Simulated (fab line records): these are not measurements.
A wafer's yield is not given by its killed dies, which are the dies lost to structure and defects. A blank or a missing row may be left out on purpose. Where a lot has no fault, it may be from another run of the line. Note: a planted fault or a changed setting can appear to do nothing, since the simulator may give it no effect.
What tool caused it? / flow berkeley_cmos170 / 39 wafers from 13 lots sampled at 4 of the route's 331 steps

== WHAT THE GAUGES SHOWED, per wafer ==
UCB170_V1_CD_MEAS_90: target cd 700 nm.
lot=L174; measured=day 7 16:39; on=cd_sem-02; cd_nm (nm)=700.7 698.5 698.7
lot=L173; measured=day 7 17:25; on=cd_sem-02; cd_nm (nm)=700.5 700.5 699.0
lot=L171; measured=day 7 17:27; on=cd_sem-01; cd_nm (nm)=703.5 701.8 701.3
lot=L175; measured=day 8 05:35; on=cd_sem-01; cd_nm (nm)=699.9 698.5 699.3
lot=L177; measured=day 8 11:41; on=cd_sem-01; cd_nm (nm)=700.5 699.8 701.0
lot=L176; measured=day 8 11:49; on=cd_sem-02; cd_nm (nm)=701.7 700.9 700.8
lot=L178; measured=day 9 05:10; on=cd_sem-02; cd_nm (nm)=697.4 701.8 698.5
lot=L181; measured=day 9 20:28; on=cd_sem-01; cd_nm (nm)=698.8 698.8 699.6
lot=L182; measured=day 9 20:41; on=cd_sem-01; cd_nm (nm)=699.6 697.8 699.6
lot=L183; measured=day 10 06:31; on=cd_sem-01; cd_nm (nm)=699.8 698.9 698.4
lot=L185; measured=day 10 06:47; on=cd_sem-01; cd_nm (nm)=700.4 700.8 700.8
lot=L187; measured=day 11 02:44; on=cd_sem-01; cd_nm (nm)=699.5 698.8 700.1
lot=L188; measured=day 11 03:08; on=cd_sem-02; cd_nm (nm)=700.4 700.6 699.3

UCB170_M3_OVL_MEAS_16.
lot=L174; measured=day 8 01:25; on=overlay-02; M3_OVL (nm)=7 0 6
lot=L173; measured=day 8 02:16; on=overlay-02; M3_OVL (nm)=-2 -6 -3
lot=L171; measured=day 8 02:29; on=overlay-02; M3_OVL (nm)=5 -1 3
lot=L175; measured=day 8 12:59; on=overlay-02; M3_OVL (nm)=-6 -1 -3
lot=L177; measured=day 8 20:38; on=overlay-01; M3_OVL (nm)=1 3 6
lot=L176; measured=day 8 20:10; on=overlay-02; M3_OVL (nm)=-2 0 -1
lot=L178; measured=day 9 13:22; on=overlay-02; M3_OVL (nm)=-10 -5 -8
lot=L181; measured=day 10 05:17; on=overlay-02; M3_OVL (nm)=-5 0 0
lot=L182; measured=day 10 05:33; on=overlay-01; M3_OVL (nm)=0 1 -3
lot=L183; measured=day 10 13:41; on=overlay-01; M3_OVL (nm)=0 3 -3
lot=L185; measured=day 10 14:31; on=overlay-02; M3_OVL (nm)=4 -5 0
lot=L187; measured=day 11 11:58; on=overlay-02; M3_OVL (nm)=0 5 11
lot=L188; measured=day 11 12:38; on=overlay-02; M3_OVL (nm)=-5 3 -3

== EACH LOT AND THE TOOL THAT RAN IT (in order: tool; ch and the chambers of the sampled wafers; start) ==
lot=L174; UCB170_V2_STRIP_15=plasma_asher-01 ch 0,1, day 7 23:11; UCB170_M3_COAT_05=litho_track-01 ch 0, day 7 23:53
lot=L173; UCB170_V2_STRIP_15=plasma_asher-03 ch 0,1, day 7 23:49; UCB170_M3_COAT_05=litho_track-03 ch 0, day 8 00:32
lot=L171; UCB170_V2_STRIP_15=plasma_asher-04 ch 0,1, day 8 00:08; UCB170_M3_COAT_05=litho_track-03 ch 0, day 8 00:58
lot=L175; UCB170_V2_STRIP_15=plasma_asher-01 ch 0,1, day 8 10:32; UCB170_M3_COAT_05=litho_track-03 ch 0, day 8 11:14
lot=L177; UCB170_V2_STRIP_15=plasma_asher-01 ch 0,1, day 8 17:58; UCB170_M3_COAT_05=litho_track-04 ch 0, day 8 18:58
lot=L176; UCB170_V2_STRIP_15=plasma_asher-04 ch 0,1, day 8 17:55; UCB170_M3_COAT_05=litho_track-01 ch 0, day 8 18:37
lot=L178; UCB170_V2_STRIP_15=plasma_asher-03 ch 0,1, day 9 10:13; UCB170_M3_COAT_05=litho_track-01 ch 0, day 9 11:23
lot=L181; UCB170_V2_STRIP_15=plasma_asher-01 ch 0,1, day 10 02:52; UCB170_M3_COAT_05=litho_track-01 ch 0, day 10 03:47
lot=L182; UCB170_V2_STRIP_15=plasma_asher-04 ch 0,1, day 10 03:07; UCB170_M3_COAT_05=litho_track-03 ch 0, day 10 03:55
lot=L183; UCB170_V2_STRIP_15=plasma_asher-04 ch 1, day 10 11:25; UCB170_M3_COAT_05=litho_track-03 ch 0, day 10 12:07
lot=L185; UCB170_V2_STRIP_15=plasma_asher-03 ch 0,1, day 10 11:47; UCB170_M3_COAT_05=litho_track-01 ch 0, day 10 12:29
lot=L187; UCB170_V2_STRIP_15=plasma_asher-01 ch 0,1, day 11 08:47; UCB170_M3_COAT_05=litho_track-01 ch 0, day 11 09:31
lot=L188; UCB170_V2_STRIP_15=plasma_asher-01 ch 0,1, day 11 09:44; UCB170_M3_COAT_05=litho_track-04 ch 0, day 11 10:49
- UCB170_V2_STRIP_15: strips in O2.
- UCB170_M3_COAT_05: resist thk 900 nm.

== WHAT THE TOOLS THEMSELVES READ (means of the sampled wafers that have a number; where no wafer has one, the mark that the record gives instead) ==
UCB170_V2_STRIP_15.
lot=L174; tool=plasma_asher-01; drypump_motor_current_A (A)=5.4; o2_flow_sccm (sccm)=399.9; oes_product_au (a.u.)=0.721; strip_time_to_endpoint_s (s)=15.26
lot=L173; tool=plasma_asher-03; drypump_motor_current_A (A)=5.7; o2_flow_sccm (sccm)=400.5; oes_product_au (a.u.)=0.717; strip_time_to_endpoint_s (s)=15.25
lot=L171; tool=plasma_asher-04; drypump_motor_current_A (A)=5.5; o2_flow_sccm (sccm)=401.8; oes_product_au (a.u.)=0.723; strip_time_to_endpoint_s (s)=15.48
lot=L175; tool=plasma_asher-01; drypump_motor_current_A (A)=5.3; o2_flow_sccm (sccm)=400.8; oes_product_au (a.u.)=0.722; strip_time_to_endpoint_s (s)=15.26
lot=L177; tool=plasma_asher-01; drypump_motor_current_A (A)=5.3; o2_flow_sccm (sccm)=401.5; oes_product_au (a.u.)=0.720; strip_time_to_endpoint_s (s)=15.36
lot=L176; tool=plasma_asher-04; drypump_motor_current_A (A)=5.5; o2_flow_sccm (sccm)=400.7; oes_product_au (a.u.)=0.721; strip_time_to_endpoint_s (s)=15.20
lot=L178; tool=plasma_asher-03; drypump_motor_current_A (A)=5.9; o2_flow_sccm (sccm)=400.9; oes_product_au (a.u.)=0.722; strip_time_to_endpoint_s (s)=15.32
lot=L181; tool=plasma_asher-01; drypump_motor_current_A (A)=5.4; o2_flow_sccm (sccm)=399.9; oes_product_au (a.u.)=0.726; strip_time_to_endpoint_s (s)=15.26
lot=L182; tool=plasma_asher-04; drypump_motor_current_A (A)=5.5; o2_flow_sccm (sccm)=399.6; oes_product_au (a.u.)=0.720; strip_time_to_endpoint_s (s)=15.42
lot=L183; tool=plasma_asher-04; drypump_motor_current_A (A)=6.3; o2_flow_sccm (sccm)=398.8; oes_product_au (a.u.)=0.720; strip_time_to_endpoint_s (s)=15.23
lot=L185; tool=plasma_asher-03; drypump_motor_current_A (A)=5.9; o2_flow_sccm (sccm)=400.8; oes_product_au (a.u.)=0.719; strip_time_to_endpoint_s (s)=15.26
lot=L187; tool=plasma_asher-01; drypump_motor_current_A (A)=5.4; o2_flow_sccm (sccm)=398.0; oes_product_au (a.u.)=0.721; strip_time_to_endpoint_s (s)=15.37
lot=L188; tool=plasma_asher-01; drypump_motor_current_A (A)=5.4; o2_flow_sccm (sccm)=399.7; oes_product_au (a.u.)=0.718; strip_time_to_endpoint_s (s)=15.19

UCB170_M3_COAT_05.
lot=L174; tool=litho_track-01; chill_plate_temp_C (C)=23.04; resist_line_temp_C (C)=22.96; spin_speed_rpm (rpm)=1500.9
lot=L173; tool=litho_track-03; chill_plate_temp_C (C)=23.01; resist_line_temp_C (C)=23.11; spin_speed_rpm (rpm)=1500.2
lot=L171; tool=litho_track-03; chill_plate_temp_C (C)=23.11; resist_line_temp_C (C)=22.96; spin_speed_rpm (rpm)=1500.7
lot=L175; tool=litho_track-03; chill_plate_temp_C (C)=22.93; resist_line_temp_C (C)=22.82; spin_speed_rpm (rpm)=1498.8
lot=L177; tool=litho_track-04; chill_plate_temp_C (C)=23.04; resist_line_temp_C (C)=23.26; spin_speed_rpm (rpm)=1500.0
lot=L176; tool=litho_track-01; chill_plate_temp_C (C)=22.89; resist_line_temp_C (C)=22.92; spin_speed_rpm (rpm)=1501.0
lot=L178; tool=litho_track-01; chill_plate_temp_C (C)=23.02; resist_line_temp_C (C)=23.10; spin_speed_rpm (rpm)=1498.8
lot=L181; tool=litho_track-01; chill_plate_temp_C (C)=23.03; resist_line_temp_C (C)=23.08; spin_speed_rpm (rpm)=1499.6
lot=L182; tool=litho_track-03; chill_plate_temp_C (C)=23.05; resist_line_temp_C (C)=22.98; spin_speed_rpm (rpm)=1499.5
lot=L183; tool=litho_track-03; chill_plate_temp_C (C)=23.05; resist_line_temp_C (C)=23.08; spin_speed_rpm (rpm)=1525.6
lot=L185; tool=litho_track-01; chill_plate_temp_C (C)=22.95; resist_line_temp_C (C)=23.02; spin_speed_rpm (rpm)=1498.1
lot=L187; tool=litho_track-01; chill_plate_temp_C (C)=23.00; resist_line_temp_C (C)=22.84; spin_speed_rpm (rpm)=1499.0
lot=L188; tool=litho_track-04; chill_plate_temp_C (C)=22.97; resist_line_temp_C (C)=23.00; spin_speed_rpm (rpm)=1499.7

== THE ANSWER, worked out from the rows above alone ==
Rule: what is usual is taken from the lots themselves. The widest of any qualifying gaps counts: lots, ordered by their means at a reading, are off when they make up no more than a third of the lots, leave a main group of 4 or more, and stand apart from it by 3 or more times the standard deviation of that group's means. A main group whose means are all the same, to the digits that the tables above print for the reading, isn't used. A lot without any number at a reading at which 4 lots or more have one is off too. Any other lot the step has rows for is counted as sound. First the gauges in route order, then the tools' own readings, where a lot's mean is used as printed above. At the first step where some lot is off, the reading lying furthest off is the one used; lots without a number count as furthest.
Off at UCB170_M3_COAT_05 (spin_speed_rpm): L183. Mean 1499.7 rpm and standard deviation 0.88 in the main group.
A tool fits if, at that step or a process step before it, it ran every lot that is off, and no sound lot after the first of them. 2 tools fit, plasma_asher-04 at UCB170_V2_STRIP_15 and litho_track-03 at UCB170_M3_COAT_05, so this cannot tell which one it is.

== WHAT THE SIMULATOR PUT IN ==
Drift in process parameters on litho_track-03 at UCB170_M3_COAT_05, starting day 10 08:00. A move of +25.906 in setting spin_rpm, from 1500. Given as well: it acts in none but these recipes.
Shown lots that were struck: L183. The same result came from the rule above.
